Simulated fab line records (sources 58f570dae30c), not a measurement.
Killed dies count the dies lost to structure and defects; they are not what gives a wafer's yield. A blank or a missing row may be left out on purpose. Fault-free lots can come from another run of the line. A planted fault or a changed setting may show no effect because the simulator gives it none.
A single fault, viewed from 2 desks / flow berkeleyCmos170 / numbers are kept per desk, each desk with only its own; the story behind them comes last

## AT THE TOOL OWNER'S DESK: lpcvd-02
The tool's own readings at UCB170_PWELL_CVD_05 (deposits Si3N4 from SiH2Cl2/NH3, target thk 220 nm, time 3300 s): means of the sampled wafers that have a number, for each lot that ran on this tool. Any lot whose mean is over 4 standard deviations away from the usual mean is out of limits and marked OUT; that distance is given in the brackets.
Columns: A = sih2cl2FlowSccm at UCB170_PWELL_CVD_05, usual 24.99 sccm; B = spikeTcCentreC at UCB170_PWELL_CVD_05, usual 802.1 C; C = spikeTcLoadC at UCB170_PWELL_CVD_05, usual 824.4 C; D = spikeTcSourceC at UCB170_PWELL_CVD_05, usual 822.9 C; E = susceptorTempC at UCB170_PWELL_CVD_05, usual 800.0 C; F = zonePowerSourcePct at UCB170_PWELL_CVD_05, usual 20.6 %
lot=L246; first seen here=day 4 18:18; A=25.01; B=800.8; C=823.5; D=822.2; E=800.1; F=20.7
lot=L247; first seen here=day 4 18:18; A=24.98; B=801.8; C=827.9; D=822.1; E=799.9; F=25.1
lot=L248; first seen here=day 5 03:49; A=25.06; B=801.9; C=825.3; D=822.3; E=800.1; F=20.7
lot=L250; first seen here=day 5 03:49; A=24.88; B=801.3; C=823.4; D=821.5; E=800.3; F=20.5
lot=L252; first seen here=day 5 18:50; A=25.08; B=801.1; C=823.8; D=823.1; E=799.6; F=20.6
lot=L260; first seen here=day 7 09:52; A=25.03; B=803.2; C=828.3; D=821.8; E=-; F=25.0
lot=L261; first seen here=day 7 12:44; A=25.02; B=801.8; C=827.4; D=821.6; E=-; F=24.8
Result from this desk: across the 7 lots, nothing is out of limits.

## THE METROLOGY DESK
What the gauges read for every lot (on any tool): the sampled wafers with a number, averaged. Any lot whose mean is over 4 standard deviations away from the usual mean is out of limits and marked OUT; that distance is given in the brackets.
Columns: A = PWELL_NITRIDE_THK at UCB170_PWELL_THK_MEAS_06, usual 218.9 nm; B = ACTIVE_NITRIDE_THK at UCB170_ACTIVE_THK_MEAS_06, usual 219.1 nm; C = ACTIVE_OVL at UCB170_ACTIVE_OVL_MEAS_14, usual 1 nm
lot=L238; first seen here=day 3 07:13; A=218.9; B=219.9; C=4
lot=L240; first seen here=day 3 07:13; A=217.2; B=217.8; C=2
lot=L241; first seen here=day 3 16:44; A=220.8; B=221.0; C=-6
lot=L243; first seen here=day 3 23:51; A=217.1; B=221.1; C=-0
lot=L244; first seen here=day 4 07:20; A=219.3; B=222.4; C=5
lot=L246; first seen here=day 4 20:13; A=221.7; B=218.5; C=2
lot=L247; first seen here=day 4 20:13; A=225.1; B=216.7; C=0
lot=L248; first seen here=day 5 05:44; A=218.7; B=218.2; C=-2
lot=L250; first seen here=day 5 05:44; A=219.4; B=220.7; C=1
lot=L251; first seen here=day 5 09:46; A=216.2; B=219.1; C=10
lot=L252; first seen here=day 5 20:45; A=216.3; B=217.9; C=1
lot=L254; first seen here=day 6 02:49; A=218.2; B=219.3; C=1
lot=L260; first seen here=day 7 12:44; A=182.6 (-15) OUT; B=217.7; C=-2
lot=L261; first seen here=day 7 15:37; A=185.1 (-14) OUT; B=218.2; C=0
This desk finds L260, L261 out of limits, with the earliest case on L260 at day 7 12:44 (PWELL_NITRIDE_THK at UCB170_PWELL_THK_MEAS_06). L238, L240, L241, L243, L244, L246, L247, L248, L250, L251, L252, L254: within limits.

## ALL TOGETHER
The metrology desk could have raised an alarm at day 7 12:44, on L260, L261.
Nothing out of limits was seen by the tool owner's desk.
On record at the tool owner's desk: L260, L261, within its limits.
Of the lots named, all ran UCB170_PWELL_CVD_05 on lpcvd-02.

## WHAT THE SIMULATOR HAD PUT IN
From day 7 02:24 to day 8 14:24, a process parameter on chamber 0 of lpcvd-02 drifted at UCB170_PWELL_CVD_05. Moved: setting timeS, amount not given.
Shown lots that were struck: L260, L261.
Per desk, hours elapsed from the start of the fault to the first reading out of limits: for the metrology desk, 10.
